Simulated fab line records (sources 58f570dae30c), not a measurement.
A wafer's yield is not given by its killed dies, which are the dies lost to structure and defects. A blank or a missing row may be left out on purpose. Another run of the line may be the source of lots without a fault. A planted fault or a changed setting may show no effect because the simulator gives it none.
Struck lot and sound lot, side by side -- flow berkeleyCmos170 -- 27 out of 331 route steps
Sound: these wafers, L732.2, L732.4, L732.5. The struck wafers were L718.1, L718.3, L718.6. The cause is given at the end.
For every step that has rows: the tool of each side, followed by ch and its chambers, followed by its first start. Under that, the readings that differ: sound wafers -- struck wafers -- difference of the means -- sigmas: that difference in standard deviations of wafers without a fault.
alike: same words and numbers on both sides, and readings whose means sit less than 2 such deviations apart. not compared: any withheld reading, any reading some wafer has no value for, any bound like >300 that may hide the same value, and any number with overlapping values for which the record gives no deviation.
Wherever a step has rows on one side only, a row that says differs or no value, or a row with sigmas, the two part there. Non-overlapping numbers with no deviation appear without sigmas and do not part them. Lack of a reading on every wafer of one side parts them only where that side has two or more wafers.

first, 2 steps without rows for these wafers: UCB170_NWELL_PEB_10; UCB170_NWELL_DEVELOP_11 (develop time 45 s).
UCB170_NWELL_OVL_MEAS_12:
  sound on overlay-02, day 6 03:20; struck on overlay-01, day 2 22:05
  alike: NWELL_OVL
UCB170_NWELL_ETCH_13: etches Si3N4 in CH3F/Ar/O2, stops on SiO2, target depth 246.4 nm, time 154 s.
  sound on rieDiel-01 ch 0,3, day 6 03:22; struck on rieDiel-04 ch 0,1, day 2 22:08
  alike: drypumpMotorCurrentA, oesProductAu, throttleValvePct
  not compared: rfHoursCounterH
then, 1 step without rows for these wafers: UCB170_NWELL_IMPLANT_14.
UCB170_NWELL_STRIP_15: strips in O2.
  sound on plasmaAsher-01 ch 0,1, day 6 03:37; struck on plasmaAsher-03 ch 0,1, day 2 22:23
  alike: drypumpMotorCurrentA, oesProductAu, stripTimeToEndpointS
  not compared: rfHoursCounterH
UCB170_NWELL_TW_MEAS_16:
  sound on filmMetro-02, day 6 03:44; struck on filmMetro-03, day 2 22:29
  alike: NWELL_TW
then, 5 steps without rows for these wafers: UCB170_NWELL_CLEAN_17 (cleans in SPM, time 600 s); UCB170_NWELL_WET_ETCH_18 (etches Si3N4 in H3PO4, time 14400 s); UCB170_NWELL_WET_ETCH_19 (etches SiO2 in BOE, time 22 s); UCB170_PWELL_CLEAN_00 (cleans in SPM, time 600 s); UCB170_PWELL_CLEAN_01 (cleans in dHF, time 60 s).
UCB170_PWELL_OXIDATION_02: target thk 26.4 nm, ox time 1260 s.
  sound on furnace-02 ch 0, day 6 11:13; struck on furnace-02 ch 0, day 3 06:13
reading,sound,struck,difference,sigmas
oxTimeS (s),1260 1260 1260,1512 1512 1512,+252,
model.SiO2_of_PWELL_OXIDATION_02.thkNm (nm),26.06 26.42 26.79,29.17 28.94 29.03,+2.62,
  alike: spikeTcCentreC
UCB170_PWELL_THK_MEAS_03:
  sound on filmMetro-02, day 6 12:35; struck on filmMetro-03, day 3 07:34
reading,sound,struck,difference,sigmas
PWELL_OXIDE_THK (nm),26.1 26.4 26.8,29.2 29.0 29.0,+2.6,+5
then, 2 steps without rows for these wafers: UCB170_PWELL_ANNEAL_04 (time 900 s); UCB170_PWELL_CVD_05 (deposits Si3N4 from SiH2Cl2/NH3, target thk 220 nm, time 3300 s).
UCB170_PWELL_THK_MEAS_06:
  sound on filmMetro-02, day 6 18:34; struck on filmMetro-03, day 3 13:08
  alike: PWELL_NITRIDE_THK
then, 6 steps without rows for these wafers: UCB170_PWELL_HMDS_07 (prime time 60 s); UCB170_PWELL_COAT_08 (resist thk 900 nm); UCB170_PWELL_SOFTBAKE_09 (time 60 s); UCB170_PWELL_EXPOSE_10 (exposes mask PWELL, target cd 3000 nm); UCB170_PWELL_PEB_11; UCB170_PWELL_DEVELOP_12 (develop time 45 s).
UCB170_PWELL_OVL_MEAS_13:
  sound on overlay-01, day 6 19:56; struck on overlay-01, day 3 14:44
  alike: PWELL_OVL
UCB170_PWELL_ETCH_14: etches Si3N4 in CH3F/Ar/O2, stops on SiO2, target depth 242 nm, time 151 s.
  sound on rieDiel-04 ch 1,2,3, day 6 19:58; struck on rieDiel-04 ch 0,1, day 3 14:47
reading,sound,struck,difference,sigmas
model.SiO2_of_PWELL_OXIDATION_02.thkNm (nm),22.36 22.81 22.75,25.13 25.29 24.99,+2.50,
  alike: drypumpMotorCurrentA, oesProductAu, throttleValvePct
  not compared: rfHoursCounterH
then, 2 steps without rows for these wafers: UCB170_PWELL_IMPLANT_15; UCB170_M3_PROBE_99.

## WHERE THEY PART
Within this record, at UCB170_PWELL_THK_MEAS_03 only. Later steps at which nothing parts them and some readings are alike: UCB170_PWELL_THK_MEAS_06, UCB170_PWELL_OVL_MEAS_13, UCB170_PWELL_ETCH_14.

WHY: whatever the simulator had introduced
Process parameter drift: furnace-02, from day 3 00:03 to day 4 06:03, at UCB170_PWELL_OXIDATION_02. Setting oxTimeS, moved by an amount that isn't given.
